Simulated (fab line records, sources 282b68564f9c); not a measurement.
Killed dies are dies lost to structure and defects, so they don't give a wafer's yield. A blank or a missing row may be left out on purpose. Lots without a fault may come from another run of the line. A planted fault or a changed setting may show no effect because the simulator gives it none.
fab line records | flow rit_cmos
record lots=5 wafers=15 last_day=8
route steps=202 shown CONTACT@172 M1@184
lots that met no fault: from a run of the same line without faults
start_h: hours from the record's first day to the start of the lot's first wafer shown | wait_h: hours since the lot's step before | " the same as in the row above | L1.1+2: a row that stands for several wafers | - no value, or no start given | * or withheld: withheld | < > ~ a bound
route shown NAME@n: a module of which the file shows steps, and the number in the route of the first | usual: mean/standard deviation of fault-free wafers | same: alike in all rows | chamber/n: place in a boat | sites: the reading at each site | _std_site: their standard deviation | _edge_site: outer sites' mean less inner sites' | radius_mm: how far each site lies from the wafer's centre | mask NAME#n: copy n | behind: the tool/chamber that last shaped the wafer | hold: why the lot was held/for how many hours/how that ended | device: the transistor (n, p or np) that didn't switch | end of line: the same wafers' tests at the end of the route | a step without rows: its recipe alone | killed: dies lost to structure and defects at the first sort, not the wafer's yield | map: a wafer's dies, x killed, . not, _ none there
set.NAME: the setting as run; set.NAME@STEP: as run at that earlier step | model.NAME: the simulator's own value behind a step, which no gauge read
lots at some steps of the route; a table a step, a row a wafer
services: from which hour (start_h, from the record's first day; less than 0 if before it) a tool's chamber was out of use, for how many hours, and why
## steps
# step RIT_CONTACT_SOFTBAKE_04
# recipe resist=NOVOLAK temp_c=90 time_s=60
# step RIT_CONTACT_EXPOSE_05
# recipe mask_id=M11 na=0.6 source_shape=conventional sigma_outer=0.5 target_cd_nm=1000 dose_mj=250
# step RIT_CONTACT_PEB_06
# recipe resist=NOVOLAK temp_c=withheld time_s=withheld
# step RIT_CONTACT_DEVELOP_07
# recipe resist=NOVOLAK develop_time_s=120 dev_temp_c=23
# step RIT_CONTACT_CD_MEAS_08
# recipe target_cd_nm=1000
# usual cd_nm=999.4/2.1
# columns lot.wafer tool chamber start_h wait_h cd_nm
L321.3 cd_sem-01 - 70.83 - 1000.1
L321.4 " - " " 1002.4
L321.6 " - " " 1001.1
L322.2 cd_sem-01 - 76.29 - 998.8
L322.3 " - " " 1000.5
L322.6 " - " " 998.2
L332.2 cd_sem-01 - 118.01 - 998.8
L332.5 " - " " 995.5
L332.6 " - " " 998.3
L339.4 cd_sem-02 - 155.99 - 994.8
L339.5 " - " " 998.6
L339.6 " - " " 996.2
L343.4 cd_sem-02 - 176.06 - 1002.9
L343.5 " - " " 1000.8
L343.6 " - " " 1001.8
# step RIT_CONTACT_OVL_MEAS_09
# usual CONTACT_OVL=-0.3/1.6
# columns lot.wafer tool chamber start_h wait_h CONTACT_OVL[nm]
L321.3 overlay-01 - 70.92 0.1 -0.9
L321.4 " - " " -0.8
L321.6 " - " " 0.6
L322.2 overlay-01 - 76.40 0.1 -0.8
L322.3 " - " " -1.2
L322.6 " - " " -2.8
L332.2 overlay-02 - 118.12 0.1 0.7
L332.5 " - " " 1.3
L332.6 " - " " 0.8
L339.4 overlay-02 - 156.07 0.1 -0.3
L339.5 " - " " 0.4
L339.6 " - " " 0.4
L343.4 overlay-01 - 176.14 0.1 2.5
L343.5 " - " " 1.6
L343.6 " - " " 2.1
# step RIT_CONTACT_HARDBAKE_10
# recipe resist=NOVOLAK temp_c=140 time_s=60
# step RIT_CONTACT_ETCH_11
# recipe target_depth_a=4800 over_etch_frac=0.2 stop_on=TiSi2 chemistry=CHF3/CF4/Ar target=SiO2 CHF3_flow_sccm=50 cf4_flow_sccm=10 Ar_flow_sccm=100 O2_flow_sccm=5 pressure_mtorr=100 rf_w=200 time_s=320
# usual drypump_motor_current_A=5.5/0.52 mfc_ar_sccm=100.0/0.32 oes_product_au=0.981/0.017 throttle_valve_pct=8.87/0.1
# columns lot.wafer tool chamber start_h wait_h drypump_motor_current_A mfc_ar_sccm oes_product_au rf_hours_counter_h throttle_valve_pct
L321.3 rie_diel-04 0 71.10 0.1 6.2 100.3 0.992 3 8.94
L321.4 " 2 " " 5.2 99.4 0.967 - 8.77
L321.6 " 3 " " 4.8 99.6 0.983 - 8.84
L322.2 rie_diel-04 0 76.58 0.1 6.2 100.1 0.988 3 8.91
L322.3 " 3 " " 4.8 100.2 0.987 2 8.84
L322.6 " 3 " " 4.8 100.0 0.982 - 8.83
L332.2 rie_diel-04 1 118.30 0.1 6.1 100.4 0.986 25 8.93
L332.5 " 1 " " 6.1 100.2 0.983 - 8.91
L332.6 " 2 " " 5.2 100.3 0.963 - 8.76
L339.4 rie_diel-01 1 156.31 0.1 5.6 100.3 0.975 117 8.88
L339.5 " 3 " " 5.1 100.2 0.976 - 8.83
L339.6 " 2 " " 4.9 99.6 0.991 - 8.89
L343.4 rie_diel-01 3 176.31 0.1 5.1 99.8 0.976 6 8.82
L343.5 " 0 " " 5.2 100.2 1.029 - 8.85
L343.6 " 1 " " 5.5 99.7 0.978 - 8.88
# step RIT_CONTACT_STRIP_12
# recipe chemistry=O2 time_s=180 resist=NOVOLAK platen_temp_c=withheld power_w=500 pressure_mtorr=4000 o2_flow_sccm=4000
# usual drypump_motor_current_A=5.8/0.45
# columns lot.wafer tool chamber start_h wait_h drypump_motor_current_A rf_hours_counter_h
L321.3 plasma_asher-01 1 71.35 0.2 5.5 -
L321.4 " 0 " " 5.4 -
L321.6 " 1 " " 5.6 -
L322.2 plasma_asher-03 0 76.77 0.1 6.4 43
L322.3 " 1 " " 6.3 -
L322.6 " 0 " " 6.4 -
L332.2 plasma_asher-02 1 118.49 0.1 5.3 45
L332.5 " 0 " " 6.1 -
L332.6 " 1 " " 5.3 -
L339.4 plasma_asher-01 1 156.56 0.2 5.6 -
L339.5 " 0 " " 5.4 -
L339.6 " 1 " " 5.6 -
L343.4 plasma_asher-02 1 176.56 0.2 5.2 -
L343.5 " 1 " " 5.3 -
L343.6 " 0 " " 6.1 -
# step RIT_CONTACT_CD_MEAS_90
# recipe target_cd_nm=1000
# usual cd_nm=999.5/2.2
# columns lot.wafer tool chamber start_h wait_h cd_nm
L321.3 cd_sem-02 - 71.51 0.1 1000.5
L321.4 " - " " 1002.3
L321.6 " - " " 1000.9
L322.2 cd_sem-01 - 76.97 0.1 999.0
L322.3 " - " " 1000.1
L322.6 " - " " 998.1
L332.2 cd_sem-02 - 118.68 0.1 998.8
L332.5 " - " " 996.4
L332.6 " - " " 998.4
L339.4 cd_sem-01 - 156.74 0.1 995.0
L339.5 " - " " 998.5
L339.6 " - " " 996.0
L343.4 cd_sem-02 - 176.74 0.1 1002.3
L343.5 " - " " 1001.1
L343.6 " - " " 1002.3
# step RIT_CONTACT_CLEAN_13
# recipe chemistry=SC1 mix=3:3:50 time_s=600 temp_c=75
# step RIT_CONTACT_CLEAN_14
# recipe chemistry=SC2 mix=3:3:50 time_s=600 temp_c=75 dry=n2_spin
# step RIT_M1_SPUTTER_00
# recipe material=Al target_thk_nm=400 power_w=2000 chamber_pressure_pa=0.4 gas=Ar time_s=500 substrate_temp_c=25
# usual cathode_dc_power_W=2000.0/0.39 throttle_valve_pct=30.2/0.99
# columns lot.wafer tool chamber start_h wait_h cathode_dc_power_W throttle_valve_pct model.Al_of_M1_SPUTTER_00.thk_nm
L321.3 pvd_sputter-04 - 71.97 0.0 1999.8 30.1 400.1
L321.4 " - " " 1999.4 30.6 396.2
L321.6 " - " " 2000.7 31.0 397.1
L322.2 pvd_sputter-02 - 77.45 0.0 1999.7 29.3 396.2
L322.3 " - " " 1999.8 31.1 397.5
L322.6 " - " " 2000.1 31.0 399.8
L332.2 pvd_sputter-02 - 119.13 0.0 1999.9 29.3 396.8
L332.5 " - " " 1999.4 31.2 399.7
L332.6 " - " " 2000.0 31.5 409.3
L339.4 pvd_sputter-04 - 157.22 0.0 1999.9 31.2 396.6
L339.5 " - " " 2000.3 30.3 394.2
L339.6 " - " " 2000.0 31.3 397
L343.4 pvd_sputter-01 - 177.15 0.0 2000.0 31.0 400.4
L343.5 " - " " 1999.8 28.6 400.9
L343.6 " - " " 2000.4 31.2 401.4
# step RIT_M1_RS_MEAS_01
# recipe thk_meas_gauge=four-point-probe reads=Al_of_M1_SPUTTER_00
# usual M1_AL_RS=0.0732/0.00068
# columns lot.wafer tool chamber start_h wait_h M1_AL_RS[ohm/sq]
L321.3 film_metro-02 - 72.30 0.2 0.0734
L321.4 " - " " 0.0740
L321.6 " - " " 0.0737
L322.2 film_metro-01 - 77.77 0.2 0.0741
L322.3 " - " " 0.0739
L322.6 " - " " 0.0732
L332.2 film_metro-02 - 119.45 0.2 0.0738
L332.5 " - " " 0.0734
L332.6 " - " " 0.0717
L339.4 film_metro-04 - 157.58 0.2 0.0737
L339.5 " - " " 0.0743
L339.6 " - " " 0.0738
L343.4 film_metro-04 - 177.50 0.2 0.0732
L343.5 " - " " 0.0731
L343.6 " - " " 0.0731
# step RIT_M1_THK_MEAS_02
# recipe thk_meas_gauge=xrf reads=Al_of_M1_SPUTTER_00
# usual M1_AL_THK=402/3.9
# columns lot.wafer tool chamber start_h wait_h M1_AL_THK[nm]
L321.3 film_metro-02 - 72.40 0.1 402
L321.4 " - " " 400
L321.6 " - " " 398
L322.2 film_metro-01 - 77.88 0.1 397
L322.3 " - " " 398
L322.6 " - " " 401
L332.2 film_metro-02 - 119.56 0.1 399
L332.5 " - " " 401
L332.6 " - " " 409
L339.4 film_metro-04 - 157.67 0.1 400
L339.5 " - " " 396
L339.6 " - " " 401
L343.4 film_metro-04 - 177.59 0.1 401
L343.5 " - " " 401
L343.6 " - " " 402
# step RIT_M1_HMDS_03
# recipe prime_time_s=60 prime_temp_c=140
# step RIT_M1_COAT_04
# recipe resist=NOVOLAK spin_rpm=2000 resist_thk_nm=1300
# step RIT_M1_SOFTBAKE_05
# recipe resist=NOVOLAK temp_c=90 time_s=60
# step RIT_M1_EXPOSE_06
# recipe mask_id=M12 na=0.6 source_shape=conventional sigma_outer=0.5 target_cd_nm=2600 dose_mj=250
# step RIT_M1_PEB_07
# recipe resist=NOVOLAK temp_c=withheld time_s=withheld
# step RIT_M1_DEVELOP_08
# recipe resist=NOVOLAK develop_time_s=68 dev_temp_c=23
# step RIT_M1_CD_MEAS_09
# recipe target_cd_nm=2600
# usual cd_nm=2600.1/2.9
# columns lot.wafer tool chamber start_h wait_h cd_nm
L321.3 cd_sem-01 - 73.39 - 2599.3
L321.4 " - " " 2600.9
L321.6 " - " " 2598.6
L322.2 cd_sem-02 - 78.83 - 2599.2
L322.3 " - " " 2598.2
L322.6 " - " " 2599.0
L332.2 cd_sem-02 - 120.63 - 2603.0
L332.5 " - " " 2605.8
L332.6 " - " " 2603.0
L339.4 cd_sem-01 - 158.87 - 2601.6
L339.5 " - " " 2601.6
L339.6 " - " " 2599.9
L343.4 cd_sem-01 - 178.70 - 2600.9
L343.5 " - " " 2601.8
L343.6 " - " " 2602.0
# step RIT_M1_OVL_MEAS_10
# usual M1_OVL=-0.7/1.8
# columns lot.wafer tool chamber start_h wait_h M1_OVL[nm]
L321.3 overlay-01 - 73.48 0.1 -0.9
L321.4 " - " " -1.1
L321.6 " - " " 0.1
L322.2 overlay-01 - 78.93 0.1 -1.2
L322.3 " - " " -3.6
L322.6 " - " " -2.4
L332.2 overlay-02 - 120.74 0.1 0.2
L332.5 " - " " 1.9
L332.6 " - " " 1.9
L339.4 overlay-01 - 158.94 0.1 -4.4
L339.5 " - " " -4.1
L339.6 " - " " -1.7
L343.4 overlay-02 - 178.78 0.1 -1.6
L343.5 " - " " -1.0
L343.6 " - " " -2.2
# step RIT_M1_HARDBAKE_11
# recipe resist=NOVOLAK temp_c=140 time_s=120
# step RIT_M1_METAL_ETCH_12
# recipe stop_on=SiO2 chemistry=Cl2/BCl3 target=Al time_s=165 over_etch_frac=0.5 pressure_mtorr=100 target_depth_a=6000 rf_w=250 Cl2_flow_sccm=60 bcl3_flow_sccm=50
# usual drypump_motor_current_A=6.1/0.44 oes_product_au=0.779/0.011 throttle_valve_pct=8.23/0.12
# columns lot.wafer tool chamber start_h wait_h drypump_motor_current_A oes_product_au rf_hours_counter_h throttle_valve_pct model.etch.depth_nm model.M1.feature_depth_nm
L321.3 rie_metal-01 1 73.81 0.2 6.6 0.791 - 8.13 400.1 433.1
L321.4 " 0 " " 5.6 0.778 - 8.48 396.2 429.4
L321.6 " 0 " " 5.5 0.776 - 8.47 397.1 430.2
L322.2 rie_metal-04 1 79.38 0.2 5.7 0.778 2 8.30 396.2 429
L322.3 " 0 " " 6.8 0.762 - 8.09 397.5 430.1
L322.6 " 0 " " 6.7 0.770 - 8.08 399.8 432.5
L332.2 rie_metal-02 1 121.02 0.2 5.9 0.778 4 8.27 396.8 429
L332.5 " 1 " " 5.9 0.780 - 8.28 399.7 431.7
L332.6 " 0 " " 5.9 0.782 - 8.16 409.3 442
L339.4 rie_metal-04 0 159.27 0.1 6.7 0.761 - 8.09 396.6 428.8
L339.5 " 1 " " 5.7 0.780 - 8.30 394.2 426.5
L339.6 " 0 " " 6.8 0.764 - 8.09 397 429.5
L343.4 rie_metal-02 0 179.19 0.1 5.9 0.779 - 8.16 400.4 432.8
L343.5 " 0 " " 5.9 0.769 - 8.17 400.9 433.6
L343.6 " 1 " " 5.9 0.787 - 8.25 401.4 434
# step RIT_M1_STRIP_13
# recipe chemistry=nmp resist=NOVOLAK temp_c=80 time_s=600 dry=n2_spin
# step RIT_M1_PROBE_99
# usual defect_limited_yield=97.5/1.1 killed_at_contacts=0.1/0.27 killed_at_front_end=6.5/2.8 killed_dies=6.6/2.8 killed_open=3.5/2 killed_short=3.2/1.8 sort_bin_3_pad_short=0.1/0.26 sort_bin_5_function=1.5/0.72 sort_bin_6_memory=0.9/0.67 sort_n_pass=257.4/2.8 sort_yield_pct=97.5/1.1
# same gross_dies=264 killed_at_M0_to_M3=0 killed_at_M4_up=0 killed_at_back_side=0 killed_at_other=0
# columns lot.wafer tool chamber start_h wait_h defect_limited_yield[%] killed_at_contacts killed_at_front_end killed_dies killed_open killed_short sort_bin_3_pad_short[%] sort_bin_5_function[%] sort_bin_6_memory[%] sort_n_pass sort_yield_pct[%] model.etest.m1.rs_ohm_sq
L321.3 prober-02 - 76.12 0.2 95.8 0 11 11 4 7 0.4 1.9 1.9 253.0 95.8 0.07247
L321.4 prober-02 - 76.17 0.2 96.6 0 9 9 5 4 0.4 1.5 1.5 255.0 96.6 0.07333
L321.6 prober-02 - 76.27 0.2 95.1 0 13 13 6 7 0 1.9 3.0 251.0 95.1 0.07329
L322.2 prober-01 - 81.70 0.1 96.6 0 9 9 2 6 0.4 1.5 1.5 255.0 96.6 0.07262
L322.3 prober-01 - 81.75 0.2 96.2 0 10 10 4 6 0.4 2.3 1.1 254.0 96.2 0.07299
L322.6 prober-01 - 81.90 0.2 97.3 0 7 7 3 4 0 2.3 0.4 257.0 97.3 0.07283
L332.2 prober-02 - 123.32 0.1 96.6 0 9 9 5 4 0 2.3 1.1 255.0 96.6 0.07264
L332.5 prober-02 - 123.47 0.2 97.7 0 6 6 3 3 0 0.4 1.9 258.0 97.7 0.07237
L332.6 prober-02 - 123.52 0.2 95.5 0 12 12 6 6 0 3.0 1.5 252.0 95.5 0.07128
L339.4 prober-02 - 161.61 0.2 97.7 0 6 6 5 1 0 1.9 0.4 258.0 97.7 0.07275
L339.5 prober-02 - 161.66 0.2 98.5 0 4 4 2 2 0 1.5 0 260.0 98.5 0.07386
L339.6 prober-02 - 161.71 0.2 97.3 1 6 7 2 5 0 0.8 1.9 257.0 97.3 0.07333
L343.4 prober-02 - 181.54 0.2 97.0 0 8 8 5 3 0 1.1 1.9 256.0 97.0 0.07228
L343.5 prober-02 - 181.59 0.2 98.1 1 4 5 2 3 0.4 1.5 0 259.0 98.1 0.07252
L343.6 prober-02 - 181.64 0.2 97.7 0 6 6 5 1 0.4 1.5 0.4 258.0 97.7 0.07209
# killed by level:class
L321.3 GATE:geometric_particle:short=2 SILICIDE:geometric_particle:short=2 FOX1:geometric_particle:short=1 FOX1:geometric_particle:open=1 GATE:geometric_particle:open=1 REOX:geometric_particle:short=1 REOX:geometric_particle:open=1 SPACER:geometric_particle:short=1
L321.4 FOX2:geometric_particle:short=2 FOX2:geometric_particle:open=2 REOX:geometric_particle:short=2 SILICIDE:geometric_particle:open=2 FOX1:geometric_particle:open=1
L321.6 FOX1:geometric_particle:short=3 FOX1:geometric_particle:open=2 GATE:geometric_particle:short=2 GATE:geometric_particle:open=2 REOX:geometric_particle:short=2 REOX:geometric_particle:open=1 SPACER:geometric_particle:open=1
L322.2 GATE:geometric_particle:short=3 SPACER:geometric_particle:short=3 GATE:geometric_particle:open=2 NLDD:coat_microbubble_printed=1
L322.3 GATE:geometric_particle:short=4 FOX2:geometric_particle:short=2 GATE:geometric_particle:open=2 SPACER:geometric_particle:open=2
L322.6 FOX1:geometric_particle:short=2 ACTIVE:geometric_particle:short=1 FOX2:geometric_particle:short=1 GATE:geometric_particle:open=1 SPACER:geometric_particle:open=1 SILICIDE:geometric_particle:open=1
L332.2 FOX2:geometric_particle:short=3 FOX2:geometric_particle:open=1 GATE:geometric_particle:open=1 REOX:geometric_particle:open=1 REOX:geometric_particle:short=1 SPACER:geometric_particle:open=1 SILICIDE:geometric_particle:open=1
L332.5 SPACER:geometric_particle:open=3 GATE:geometric_particle:short=1 REOX:geometric_particle:short=1 SPACER:geometric_particle:short=1
L332.6 SILICIDE:geometric_particle:open=5 SILICIDE:geometric_particle:short=3 FOX1:geometric_particle:short=1 FOX2:geometric_particle:short=1 GATE:geometric_particle:short=1 SPACER:geometric_particle:open=1
L339.4 GATE:geometric_particle:open=3 GATE:geometric_particle:short=1 REOX:geometric_particle:open=1 SILICIDE:geometric_particle:open=1
L339.5 GATE:geometric_particle:short=2 GATE:geometric_particle:open=1 SILICIDE:geometric_particle:open=1
L339.6 GATE:geometric_particle:short=4 GATE:geometric_particle:open=1 REOX:geometric_particle:short=1 CONTACT:geometric_particle:open=1
L343.4 SPACER:geometric_particle:open=3 GATE:geometric_particle:short=2 GATE:geometric_particle:open=1 SPACER:geometric_particle:short=1 SILICIDE:geometric_particle:open=1
L343.5 GATE:geometric_particle:open=1 GATE:geometric_particle:short=1 REOX:geometric_particle:short=1 SPACER:geometric_particle:short=1 CONTACT:geometric_particle:open=1
L343.6 GATE:geometric_particle:open=3 SPACER:geometric_particle:open=1 SPACER:geometric_particle:short=1 SILICIDE:geometric_particle:open=1
## services
# columns tool chamber start_h hours kind
rie_diel-04 - 52.58 4.0 pm
rie_metal-02 1 54.44 2.8 repair
pvd_sputter-04 - 68.71 3.1 repair
rie_diel-04 1 70.78 9.5 repair
rie_metal-04 - 92.72 0.5 repair
pvd_sputter-01 - 93.47 4.7 repair
plasma_asher-02 - 105.30 1.3 repair
pvd_sputter-02 - 107.52 1.8 repair
rie_metal-02 0 127.95 6.3 repair
rie_diel-04 - 133.04 5.4 repair
rie_metal-01 - 136.12 20.0 pm
rie_metal-01 0 136.12 20.0 vent_cycle
rie_metal-01 1 136.12 20.0 vent_cycle
plasma_asher-03 - 144.51 2.1 repair
pvd_sputter-01 - 147.13 0.9 repair
rie_metal-01 0 156.12 - clean
rie_metal-01 1 156.12 - clean
## key
first_sign none at tools or gauges
model_effect step=RIT_M1_SPUTTER_00 value=Al_of_M1_SPUTTER_00.thk_nm without=399.8 struck=409.3
model_effect step=RIT_M1_METAL_ETCH_12 value=etch.depth_nm without=399.8 struck=409.3
model_effect step=RIT_M1_PROBE_99 value=etest.m1.rs_ohm_sq without=0.07295 struck=0.07128
met_at RIT_M1_SPUTTER_00
struck_wafers L332.6
onset_between 77.45 119.13
fault kind=process_parameter_drift tool=pvd_sputter-02 chamber=- onset_h=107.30 steps=RIT_M1_SPUTTER_00 channel=time_s offset=* shape=step end_h=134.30 stated=* scope=struck_wafers_only
